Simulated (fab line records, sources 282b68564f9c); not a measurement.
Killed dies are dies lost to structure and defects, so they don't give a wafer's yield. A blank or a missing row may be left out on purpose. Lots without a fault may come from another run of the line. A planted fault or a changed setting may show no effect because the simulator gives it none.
A struck lot beside a sound one | flow rit_cmos | 19 steps out of a route of 202
Sound: wafers L271.3, L271.4, L271.5. Struck: wafers L278.1, L278.3, L278.5. The cause comes at the end.
At each step with rows: each side's tool, then ch and its chambers, then its first start. Under that, the readings that differ: sound wafers | struck wafers | difference of the means | sigmas: that difference in standard deviations of wafers without a fault.
alike: readings whose means differ by less than 2 such deviations, and words and numbers that are the same on both sides. not compared: withheld readings, readings that some wafer has no value for, bounds like >300 that may hide the same value, and numbers for which the record gives no deviation and whose values overlap.
The two part at a step that has a row with sigmas, a row that says differs or no value, or rows on one side only. Numbers that don't overlap but have no deviation are shown without sigmas and don't part them. A reading that every wafer of one side lacks parts them only if that side has two wafers or more.

first, 3 steps without rows for these wafers: RIT_GATE_CLEAN_02 (cleans in dHF, time 30 s); RIT_GATE_CLEAN_03 (cleans in SC2, time 600 s); RIT_GATE_CLEAN_04 (cleans in dHF, time 60 s).
RIT_FOX2_THK_MEAS_91:
  sound on film_metro-03, day 5 03:39; struck on film_metro-01, day 6 19:32
  alike: FIELD_OXIDE_LEFT_2_THK
then, 2 steps without rows for these wafers: RIT_GATE_OXIDATION_05 (target thk 3 nm, ox time 270 s); RIT_GATE_ANNEAL_06 (time 600 s).
RIT_GATE_THK_MEAS_07:
  sound on film_metro-01, day 5 14:07; struck on film_metro-03, day 6 21:25
  alike: GATE_OXIDE_THK
then, 1 step without rows for these wafers: RIT_GATE_CVD_08 (deposits poly-Si from SiH4, target thk 250 nm, time 2220 s).
RIT_GATE_THK_MEAS_09:
  sound on film_metro-03, day 5 15:47; struck on film_metro-03, day 6 23:05
  alike: GATE_POLY_THK
then, 3 steps without rows for these wafers: RIT_GATE_HMDS_10 (prime time 60 s); RIT_GATE_COAT_11 (resist thk 850 nm); RIT_GATE_SOFTBAKE_12 (time 60 s).
RIT_GATE_EXPOSE_13: exposes mask M6, target cd 150 nm.
  sound on iline_stepper-01 ch 0, day 5 16:42; struck on iline_stepper-01 ch 0, day 6 23:44
  reading                      | sound                | struck               | difference | sigmas
  model.GATE.overlay_x_nm (nm) | 0.0384 0.0384 0.0384 | -149.7 -149.7 -149.7 | -149.7     |
  alike: mask
then, 2 steps without rows for these wafers: RIT_GATE_PEB_14; RIT_GATE_DEVELOP_15 (develop time 52.04 s).
RIT_GATE_CD_MEAS_16: target cd 150 nm.
  sound on cd_sem-02, day 5 17:08; struck on cd_sem-01, day 7 00:08
  alike: cd_nm
RIT_GATE_OVL_MEAS_17:
  sound on overlay-01, day 5 17:14; struck on overlay-02, day 7 00:15
  reading       | sound       | struck               | difference | sigmas
  GATE_OVL (nm) | 1.9 2.1 0.7 | -148.2 -149.3 -150.7 | -151.0     | -99 or more
then, 1 step without rows for these wafers: RIT_GATE_HARDBAKE_18 (time 60 s).
RIT_M1_PROBE_99:
  sound on prober-01, day 7 00:01; struck on prober-02, day 8 00:14
  reading                                                 | sound                | struck               | difference | sigmas
  model.etest.nldd.width_nm (nm)                          | 3200 3209 3213       | 3121 3122 3128       | -84        |
  model.etest.pldd.width_nm (nm)                          | 3191 3203 3199       | 3117 3140 3121       | -72        |
  model.etest.select_edge_diode_n.leak_log10_a (angstrom) | -9.931 -9.848 -9.612 | -5.241 -5.097 -5.311 | +4.581     |
  model.etest.select_edge_diode_p.leak_log10_a (angstrom) | -10.36 -10.48 -10.36 | -6.029 -6.034 -6.032 | +4.368     |
  model.etest.gate_end_array.leak_log10_a_um              | -13.04 -12.68 -12.96 | -11.6 -11.43 -11.36  | +1.4       |
  alike: killed_at_contacts, killed_at_front_end, killed_dies, killed_open, killed_short

WHERE THEY PART
Only at RIT_GATE_OVL_MEAS_17, within this record. Later steps at which nothing parts them and some readings are alike: RIT_M1_PROBE_99.

WHY: what the simulator had put in
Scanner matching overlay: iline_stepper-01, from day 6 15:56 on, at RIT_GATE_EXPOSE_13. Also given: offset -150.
